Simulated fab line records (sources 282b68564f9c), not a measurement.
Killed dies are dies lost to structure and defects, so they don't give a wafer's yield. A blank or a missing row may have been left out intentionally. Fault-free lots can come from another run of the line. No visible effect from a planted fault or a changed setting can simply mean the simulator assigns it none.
A lot that was struck, set against a sound lot ; flow ritCmos ; 16 steps out of a route of 202
Sound: these wafers, L636.1, L636.2, L636.4. Wafers L644.1, L644.5, L644.6 were the ones struck. The cause is given at the end.
Each step with rows lists, per side, the tool, then ch with its chambers, then its first start. Under that, the readings that differ: sound wafers ; struck wafers ; difference of the means ; sigmas: that difference in standard deviations of wafers without a fault.
alike: readings with means less than 2 such deviations apart, plus words and numbers identical on both sides. not compared: withheld readings, readings lacking a value on some wafer, bounds such as >300 that could conceal the same value, and numbers that have no deviation in the record and whose values overlap.
The two part at a step that has a row with sigmas, a row that says differs or no value, or rows on one side only. Non-overlapping numbers with no deviation appear without sigmas and do not part them. Lack of a reading on every wafer of one side parts them only where that side has two or more wafers.

first, 4 steps without rows for these wafers: RIT_PLDD_SOFTBAKE_02 (time 60 s); RIT_PLDD_EXPOSE_03 (exposes mask M8, target cd 40900 nm); RIT_PLDD_PEB_04; RIT_PLDD_DEVELOP_05 (develop time 50 s).
RIT_PLDD_OVL_MEAS_06:
  sound: overlay-01 at day 3 12:07; struck: overlay-01 at day 5 01:43
  alike: PLDD_OVL
then, 2 steps without rows for these wafers: RIT_PLDD_HARDBAKE_07 (time 60 s); RIT_PLDD_IMPLANT_08.
RIT_PLDD_STRIP_09: strips in O2, time 180 s.
  sound on plasmaAsher-02 ch 0,1, day 3 12:28; struck on plasmaAsher-03 ch 0,1, day 5 02:03
  alike: drypumpMotorCurrentA
  not compared: rfHoursCounterH
RIT_PLDD_TW_MEAS_10:
  sound: filmMetro-01 at day 3 12:38; struck: filmMetro-01 at day 5 02:13
  alike: PLDD_TW
then, 3 steps without rows for these wafers: RIT_SPACER_CLEAN_00 (cleans in SC1, time 600 s); RIT_SPACER_CLEAN_01 (cleans in dHF, time 30 s); RIT_SPACER_CLEAN_02 (cleans in SC2, time 600 s).
RIT_SPACER_CVD_03: deposits Si3N4 from SiH2Cl2/NH3, target thk 250 nm, time 3300 s.
  sound on lpcvd-02 ch 1, day 3 13:04; struck on lpcvd-02 ch 1, day 5 05:19
  alike: pressureMtorr, susceptorTempC
RIT_SPACER_THK_MEAS_04:
  sound: filmMetro-01 at day 3 14:59; struck: filmMetro-04 at day 5 07:14
reading;sound;struck;difference;sigmas
SPACER_NITRIDE_THK (nm);248.3 248.0 246.7;501.6 500.6 500.8;+253.3;+94
RIT_SPACER_ETCHBACK_05: etches Si3N4 in SF6/CHF3, stops on SiO2, target depth 250 nm, time 240 s.
  sound on rieDiel-01 ch 0,2,3, day 3 15:03; struck on rieDiel-03 ch 0,2,3, day 5 07:18
reading;sound;struck;difference;sigmas
oesProductAu (a.u.);0.841 0.843 0.837;1.017 1.018 1.020;+0.178;+14
model.Si3N4_of_SPACER_CVD_03.thkNm (nm);194.4 196.7 195;389.6 389.8 389.4;+194.2;
model.etch.depthNm (nm);248.3 248.1 246.7;322.6 320.9 321.4;+73.9;
  alike: CHF3_flow_sccm, drypumpMotorCurrentA, throttleValvePct
  not compared: rfHoursCounterH
RIT_M1_PROBE_99:
  sound: prober-01 at day 4 02:08; struck: prober-01 at day 5 19:32
reading;sound;struck;difference;sigmas
killedAtFrontEnd;7 3 6;264 264 264;+259;+86
killedDies;7 3 6;264 264 264;+259;+86
killedOnRim;5 1 1;70 70 70;+68;+48
  alike: killedOpen, killedShort

WHERE THEY PART
Earliest at RIT_SPACER_THK_MEAS_04; latest, in this record, at RIT_M1_PROBE_99.

WHY: what had been put in by the simulator
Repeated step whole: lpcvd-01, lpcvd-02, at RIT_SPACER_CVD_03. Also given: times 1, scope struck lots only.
